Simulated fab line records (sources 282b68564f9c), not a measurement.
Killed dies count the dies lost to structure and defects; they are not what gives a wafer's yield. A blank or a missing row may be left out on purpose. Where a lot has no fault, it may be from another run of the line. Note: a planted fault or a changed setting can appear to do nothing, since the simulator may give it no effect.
Lot-split experiment :: flow rit_cmos :: route with 202 steps; 5 lots, 23 wafers read

## ABOUT THE SPLIT
At RIT_ACTIVE_CVD_03 (deposits Si3N4 from SiH2Cl2/NH3, target thk 150 nm, time 1500 s), the setting pressure_mtorr was moved away from the recipe's 300 mTorr on 15 of the 23 wafers read, by -11.7% to +11.9%. All remaining wafers had this setting at the recipe value.

There is no step in the file separating the split from the reading.

## THE READING
ACTIVE_NITRIDE_THK at RIT_ACTIVE_THK_MEAS_04, in nm. Fault-free wafers of this fab line usually give 149.6 nm, standard deviation 1.2 nm.

wafer: L075.2
tool, chamber at the split: -, -
pressure_mtorr as run, mTorr: 300
against the recipe: recipe
ACTIVE_NITRIDE_THK, nm: 151.1
against lot-mates on the recipe: -

wafer: L075.3
tool, chamber at the split: -, -
pressure_mtorr as run, mTorr: 300
against the recipe: recipe
ACTIVE_NITRIDE_THK, nm: 150.5
against lot-mates on the recipe: -

wafer: L075.4
tool, chamber at the split: -, -
pressure_mtorr as run, mTorr: 300
against the recipe: recipe
ACTIVE_NITRIDE_THK, nm: 150.8
against lot-mates on the recipe: -

wafer: L075.5
tool, chamber at the split: -, -
pressure_mtorr as run, mTorr: 300
against the recipe: recipe
ACTIVE_NITRIDE_THK, nm: 150.9
against lot-mates on the recipe: -

wafer: L075.6
tool, chamber at the split: -, -
pressure_mtorr as run, mTorr: 300
against the recipe: recipe
ACTIVE_NITRIDE_THK, nm: 151.0
against lot-mates on the recipe: -

wafer: L077.1
tool, chamber at the split: -, -
pressure_mtorr as run, mTorr: 264.8
against the recipe: -11.7%
ACTIVE_NITRIDE_THK, nm: 144.5
against lot-mates on the recipe: no lot-mate on the recipe

wafer: L077.2
tool, chamber at the split: -, -
pressure_mtorr as run, mTorr: 264.8
against the recipe: -11.7%
ACTIVE_NITRIDE_THK, nm: 144.5
against lot-mates on the recipe: no lot-mate on the recipe

wafer: L077.4
tool, chamber at the split: -, -
pressure_mtorr as run, mTorr: 264.8
against the recipe: -11.7%
ACTIVE_NITRIDE_THK, nm: 143.9
against lot-mates on the recipe: no lot-mate on the recipe

wafer: L077.5
tool, chamber at the split: -, -
pressure_mtorr as run, mTorr: 264.8
against the recipe: -11.7%
ACTIVE_NITRIDE_THK, nm: 143.7
against lot-mates on the recipe: no lot-mate on the recipe

wafer: L077.6
tool, chamber at the split: -, -
pressure_mtorr as run, mTorr: 264.8
against the recipe: -11.7%
ACTIVE_NITRIDE_THK, nm: 143.4
against lot-mates on the recipe: no lot-mate on the recipe

wafer: L079.1
tool, chamber at the split: -, -
pressure_mtorr as run, mTorr: 335.7
against the recipe: +11.9%
ACTIVE_NITRIDE_THK, nm: 154.1
against lot-mates on the recipe: no lot-mate on the recipe

wafer: L079.2
tool, chamber at the split: -, -
pressure_mtorr as run, mTorr: 335.7
against the recipe: +11.9%
ACTIVE_NITRIDE_THK, nm: 155.0
against lot-mates on the recipe: no lot-mate on the recipe

wafer: L079.3
tool, chamber at the split: -, -
pressure_mtorr as run, mTorr: 335.7
against the recipe: +11.9%
ACTIVE_NITRIDE_THK, nm: 153.1
against lot-mates on the recipe: no lot-mate on the recipe

wafer: L079.4
tool, chamber at the split: -, -
pressure_mtorr as run, mTorr: 335.7
against the recipe: +11.9%
ACTIVE_NITRIDE_THK, nm: 154.2
against lot-mates on the recipe: no lot-mate on the recipe

wafer: L079.5
tool, chamber at the split: -, -
pressure_mtorr as run, mTorr: 335.7
against the recipe: +11.9%
ACTIVE_NITRIDE_THK, nm: 154.9
against lot-mates on the recipe: no lot-mate on the recipe

wafer: L083.1
tool, chamber at the split: lpcvd-01, 1
pressure_mtorr as run, mTorr: 300
against the recipe: recipe
ACTIVE_NITRIDE_THK, nm: 148.6
against lot-mates on the recipe: -

wafer: L083.3
tool, chamber at the split: lpcvd-01, 1
pressure_mtorr as run, mTorr: 300
against the recipe: recipe
ACTIVE_NITRIDE_THK, nm: 147.8
against lot-mates on the recipe: -

wafer: L083.5
tool, chamber at the split: lpcvd-01, 1
pressure_mtorr as run, mTorr: 300
against the recipe: recipe
ACTIVE_NITRIDE_THK, nm: 147.5
against lot-mates on the recipe: -

wafer: L085.1
tool, chamber at the split: -, -
pressure_mtorr as run, mTorr: 327.1
against the recipe: +9.0%
ACTIVE_NITRIDE_THK, nm: 155.0
against lot-mates on the recipe: no lot-mate on the recipe

wafer: L085.2
tool, chamber at the split: -, -
pressure_mtorr as run, mTorr: 327.1
against the recipe: +9.0%
ACTIVE_NITRIDE_THK, nm: 154.3
against lot-mates on the recipe: no lot-mate on the recipe

wafer: L085.3
tool, chamber at the split: -, -
pressure_mtorr as run, mTorr: 327.1
against the recipe: +9.0%
ACTIVE_NITRIDE_THK, nm: 155.3
against lot-mates on the recipe: no lot-mate on the recipe

wafer: L085.4
tool, chamber at the split: -, -
pressure_mtorr as run, mTorr: 327.1
against the recipe: +9.0%
ACTIVE_NITRIDE_THK, nm: 154.6
against lot-mates on the recipe: no lot-mate on the recipe

wafer: L085.6
tool, chamber at the split: -, -
pressure_mtorr as run, mTorr: 327.1
against the recipe: +9.0%
ACTIVE_NITRIDE_THK, nm: 155.3
against lot-mates on the recipe: no lot-mate on the recipe

THE FIT
A straight line over all 23 wafers: ACTIVE_NITRIDE_THK changes by +0.466 nm for each +1% of pressure_mtorr; r = +0.96; the points scatter about the line by 1.2 nm.
Too few moved wafers with a lot-mate on the recipe to fit a line net of each lot's own level.

## THE WHOLE CHAIN: every reading that the file lists as answering this split, in the file's order
step: RIT_ACTIVE_CVD_03
what it does: deposits Si3N4 from SiH2Cl2/NH3, target thk 150 nm, time 1500 s
reading: Si3N4_of_ACTIVE_CVD_03.thk_nm (the simulator's own value, which no gauge read)
change (the file's fit): +0.465 nm for each +1% of the setting
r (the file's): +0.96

step: RIT_ACTIVE_THK_MEAS_04
what it does: 
reading: ACTIVE_NITRIDE_THK
change (the file's fit): +0.467 for each +1% of the setting
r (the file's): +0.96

step: RIT_ACTIVE_ETCH_13
what it does: etches Si3N4 in SF6, stops on SiO2, time 210 s, target depth 210 nm
reading: etch.depth_nm (the simulator's own value, which no gauge read)
change (the file's fit): +0.494 nm for each +1% of the setting
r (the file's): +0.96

## FILE'S OWN FIT
ACTIVE_NITRIDE_THK changes by +0.467 nm for each +1% of pressure_mtorr, r = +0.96.
